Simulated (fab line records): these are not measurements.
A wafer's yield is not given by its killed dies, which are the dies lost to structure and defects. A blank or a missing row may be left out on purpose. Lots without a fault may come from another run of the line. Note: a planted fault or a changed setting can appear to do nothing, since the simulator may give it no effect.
Split-lot study    flow berkeleyCmos170    route with 331 steps; 5 lots, 23 wafers read

THE SPLIT
At UCB170_CONTACT_COAT_10 (resist thk 900 nm), the setting resistThkNm was moved away from the recipe's 900 nm on 7 of the 23 wafers read, by -4.1% to -1.8%. This setting was run at the recipe's value on the other wafers.

FROM THE SPLIT TO THE READING: what the file shows between them, 3 steps
- UCB170_CONTACT_SOFTBAKE_11: time 60 s
- UCB170_CONTACT_EXPOSE_12: exposes mask CONT, target cd 700 nm
- UCB170_CONTACT_ETCH_17: etches BARC in N2/H2

THE READING
KrF_of_CONTACT_COAT_10.thkNm (the simulator's own value, which no gauge read), in nm, at UCB170_CONTACT_ETCH_18 (etches PSG in CHF3/CF4/Ar, stops on TiSi2, target depth 840 nm, time 195 s). The file does not state a usual value for it. Across the 16 wafers here that went through the recipe, the average is 691.3 nm and the standard deviation 3.9 nm.

wafer   tool, chamber at the split  resistThkNm as run, nm  against the recipe  KrF_of_CONTACT_COAT_10.thkNm, nm  against lot-mates on the recipe
L074.1  lithoTrack-03, 0            900                     recipe              694.8                             -
L074.3  lithoTrack-03, 0            900                     recipe              692                               -
L074.5  lithoTrack-03, 0            900                     recipe              694.2                             -
L078.1  lithoTrack-02, 0            900                     recipe              692.8                             -
L078.2  lithoTrack-02, 0            900                     recipe              689.3                             -
L078.3  lithoTrack-02, 0            862.8                   -4.1%               652.4                             -38.6
L078.5  lithoTrack-02, 0            862.8                   -4.1%               651.7                             -39.3
L078.6  lithoTrack-02, 0            862.8                   -4.1%               654.2                             -36.8
L079.1  lithoTrack-02, 0            867                     -3.7%               661.4                             -33.3
L079.2  lithoTrack-02, 0            900                     recipe              692.8                             -
L079.3  lithoTrack-02, 0            900                     recipe              694.8                             -
L079.4  lithoTrack-02, 0            900                     recipe              696.5                             -
L079.6  lithoTrack-02, 0            867                     -3.7%               660.5                             -34.2
L082.1  lithoTrack-04, 0            883.6                   -1.8%               681.5                             -12.7
L082.2  lithoTrack-04, 0            900                     recipe              695                               -
L082.3  lithoTrack-04, 0            883.6                   -1.8%               678.4                             -15.8
L082.4  lithoTrack-04, 0            900                     recipe              692                               -
L082.6  lithoTrack-04, 0            900                     recipe              695.7                             -
L083.1  lithoTrack-02, 0            900                     recipe              686.9                             -
L083.2  lithoTrack-02, 0            900                     recipe              685.2                             -
L083.3  lithoTrack-02, 0            900                     recipe              687.6                             -
L083.4  lithoTrack-02, 0            900                     recipe              686.5                             -
L083.6  lithoTrack-02, 0            900                     recipe              684                               -

THE FIT
A straight line over all 23 wafers: KrF_of_CONTACT_COAT_10.thkNm changes by +8.83 nm for each +1% of resistThkNm; r = +0.97; the points scatter about the line by 3.9 nm.
The same after taking each lot's own level away (the mean of its wafers on the recipe; 23 wafers): +9.18 nm for each +1%; r = +0.99; scatter 1.6 nm.
On that fit, the largest move of resistThkNm shifts the reading by 38 nm.
The span of the lots' own levels, 686.04 to 694.70 nm, comes to 2.2 times the standard deviation stated above.
Consequently the slope shifts little with the lot-to-lot level, the two slopes agreeing.
Check: with one of the wafers moved furthest among these (-4.1%) left out of the fit, the line predicts -37.5 nm for it against its lot-mates. It came out at -38.6 nm against them.

THESE WAFERS: OTHER SPLITS
Other splits were also applied to these wafers ahead of the reading. Each is held against what the fit with the lots' levels taken away leaves over:
other split on the same wafers     wafers away from the commonest value  r with KrF_of_CONTACT_COAT_10.thkNm (lot level and that fit taken away)
UCB170_NSD_IMPLANT_08 energyKev    4                                     +0.20
UCB170_SDANNEAL_RTA_01 timeS       8                                     +0.19
UCB170_SILICIDE_SPUTTER_01 powerW  7                                     -0.17

THE WHOLE CHAIN: every reading that the file lists as answering this split, in the file's order
step                    what it does                                                                reading                                                                        change (the file's fit)               r (the file's)
UCB170_CONTACT_COAT_10  resist thk 900 nm                                                           KrF_of_CONTACT_COAT_10.thkNm (the simulator's own value, which no gauge read)  +8.96 nm for each +1% of the setting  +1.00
UCB170_CONTACT_ETCH_18  etches PSG in CHF3/CF4/Ar, stops on TiSi2, target depth 840 nm, time 195 s  KrF_of_CONTACT_COAT_10.thkNm (the simulator's own value, which no gauge read)  +9.09 nm for each +1% of the setting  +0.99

FILE'S OWN FIT
KrF_of_CONTACT_COAT_10.thkNm changes by +9.09 nm for each +1% of resistThkNm, r = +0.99.
